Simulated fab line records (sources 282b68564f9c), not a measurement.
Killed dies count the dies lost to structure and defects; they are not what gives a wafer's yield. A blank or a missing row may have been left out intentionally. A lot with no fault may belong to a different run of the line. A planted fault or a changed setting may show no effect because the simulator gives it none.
Struck lot and sound lot, side by side -- flow ritCmos -- 27 steps out of a route of 202
Sound: these wafers, L179.3, L179.4, L179.5. Wafers struck: L187.2, L187.4, L187.5. The cause is given at the end.
Order at every step that has rows: each side's tool, ch and its chambers, its first start. Under that, the readings that differ: sound wafers -- struck wafers -- difference of the means -- sigmas: that difference in standard deviations of wafers without a fault.
alike: a reading whose means differ by less than 2 such deviations, as well as words and numbers matching on both sides. not compared: withheld readings; readings where some wafer has no value; bounds like >300 that might hide an equal value; numbers whose values overlap and for which the record gives no deviation.
The two part at a step that has a row with sigmas, a row that says differs or no value, or rows on one side only. When numbers do not overlap yet have no deviation, they are printed without sigmas and do not part them. A reading that every wafer of one side lacks parts them only if that side has two wafers or more.

first, 4 steps without rows for these wafers: RIT_CONTACT_SOFTBAKE_04 (time 60 s); RIT_CONTACT_EXPOSE_05 (exposes mask M11, target cd 1000 nm); RIT_CONTACT_PEB_06; RIT_CONTACT_DEVELOP_07 (develop time 120 s).
RIT_CONTACT_CD_MEAS_08: the cd target is 1000 nm.
  struck on cdSem-01, day 5 02:17; sound on cdSem-02, day 3 05:37
  alike: cdNm
RIT_CONTACT_OVL_MEAS_09:
  struck on overlay-01, day 5 02:23; sound on overlay-02, day 3 05:43
  alike: CONTACT_OVL
then, 1 step without rows for these wafers: RIT_CONTACT_HARDBAKE_10 (time 60 s).
RIT_CONTACT_ETCH_11: etches SiO2 in CHF3/CF4/Ar, stops on TiSi2, target depth 480 nm, time 320 s.
  sound on rieDiel-02 ch 0,1, day 3 05:53; struck on rieDiel-04 ch 0,2, day 5 02:34
  alike: drypumpMotorCurrentA, oesProductAu, throttleValvePct
  not compared: rfHoursCounterH
RIT_CONTACT_STRIP_12: strips in O2, time 180 s.
  sound on plasmaAsher-03 ch 0,1, day 3 06:08; struck on plasmaAsher-03 ch 0,1, day 5 02:46
  alike: drypumpMotorCurrentA
  not compared: rfHoursCounterH
RIT_CONTACT_CD_MEAS_90: the cd target is 1000 nm.
  struck on cdSem-02, day 5 02:58; sound on cdSem-01, day 3 06:17
  alike: cdNm
then, 2 steps without rows for these wafers: RIT_CONTACT_CLEAN_13 (cleans in SC1, time 600 s); RIT_CONTACT_CLEAN_14 (cleans in SC2, time 600 s).
RIT_M1_SPUTTER_00: material Al, target thk 400 nm, time 500 s.
  struck on pvdSputter-03, day 5 03:25; sound on pvdSputter-03, day 3 06:43
reading,sound,struck,difference,sigmas
model.Al_of_M1_SPUTTER_00.thkNm (nm),417.1 414.1 412.5,555.1 552.7 554.2,+139.4,
  alike: throttleValvePct
RIT_M1_RS_MEAS_01: measures by four-point-probe.
  struck on filmMetro-01, day 5 03:43; sound on filmMetro-02, day 3 07:10
reading,sound,struck,difference,sigmas
M1_AL_RS (ohm/sq),0.0701 0.0708 0.0712,0.0526 0.0528 0.0526,-0.0180,-24
RIT_M1_THK_MEAS_02: measures by xrf.
  struck on filmMetro-01, day 5 03:50; sound on filmMetro-02, day 3 07:16
reading,sound,struck,difference,sigmas
M1_AL_THK (nm),420 416 411,564 563 570,+150,+36
then, 6 steps without rows for these wafers: RIT_M1_HMDS_03 (prime time 60 s); RIT_M1_COAT_04 (resist thk 1300 nm); RIT_M1_SOFTBAKE_05 (time 60 s); RIT_M1_EXPOSE_06 (exposes mask M12, target cd 2600 nm); RIT_M1_PEB_07; RIT_M1_DEVELOP_08 (develop time 68 s).
RIT_M1_CD_MEAS_09: the cd target is 2600 nm.
  struck on cdSem-01, day 5 04:56; sound on cdSem-02, day 3 08:25
  alike: cdNm
RIT_M1_OVL_MEAS_10:
  struck on overlay-01, day 5 05:03; sound on overlay-02, day 3 08:31
  alike: M1_OVL
then, 1 step without rows for these wafers: RIT_M1_HARDBAKE_11 (time 120 s).
RIT_M1_METAL_ETCH_12: etches Al in Cl2/BCl3, stops on SiO2, time 165 s, target depth 600 nm.
  sound on rieMetal-01 ch 0,1, day 3 08:58; struck on rieMetal-02 ch 0,1, day 5 05:20
reading,sound,struck,difference,sigmas
oesProductAu (a.u.),0.782 0.791 0.784,0.966 0.939 0.956,+0.168,+15
  alike: drypumpMotorCurrentA, throttleValvePct
  not compared: rfHoursCounterH
then, 1 step without rows for these wafers: RIT_M1_STRIP_13 (strips in nmp, time 600 s).
RIT_M1_PROBE_99:
  struck on prober-01, day 5 07:43; sound on prober-02, day 3 14:38
reading,sound,struck,difference,sigmas
model.etest.tester.sortNPass,256 255 258,0 0 0,-256,
model.etest.tester.sortYieldPct (%),96.97 96.59 97.73,0 0 0,-97,
model.etest.m1CombOverSteps.leakLog10AUm,-12.75 -12.81 -12.81,-7.046 -7.303 -7.302,+5.573,
model.etest.ring.quietLog10A (angstrom),-7.835 -7.814 -7.82,-4.958 -5.395 -5.262,+2.618,
model.etest.m1.rsOhmSq,0.07015 0.06969 0.07035,0.05235 0.0525 0.05202,-0.01777,
model.etest.antennaM1.vtShiftV (V),-0.00894 -0.01177 -0.01098,-0.005514 -0.003944 -0.006776,+0.005152,
  alike: defectLimitedYield, killedAtContacts, killedAtFrontEnd, killedDies, killedOnRim, killedOpen, killedShort

== WHERE THEY PART ==
Last at RIT_M1_METAL_ETCH_12 as far as this record goes, first at RIT_M1_RS_MEAS_01. Later steps at which nothing parts them and some readings are alike: RIT_M1_PROBE_99.

WHY: whatever the simulator had introduced
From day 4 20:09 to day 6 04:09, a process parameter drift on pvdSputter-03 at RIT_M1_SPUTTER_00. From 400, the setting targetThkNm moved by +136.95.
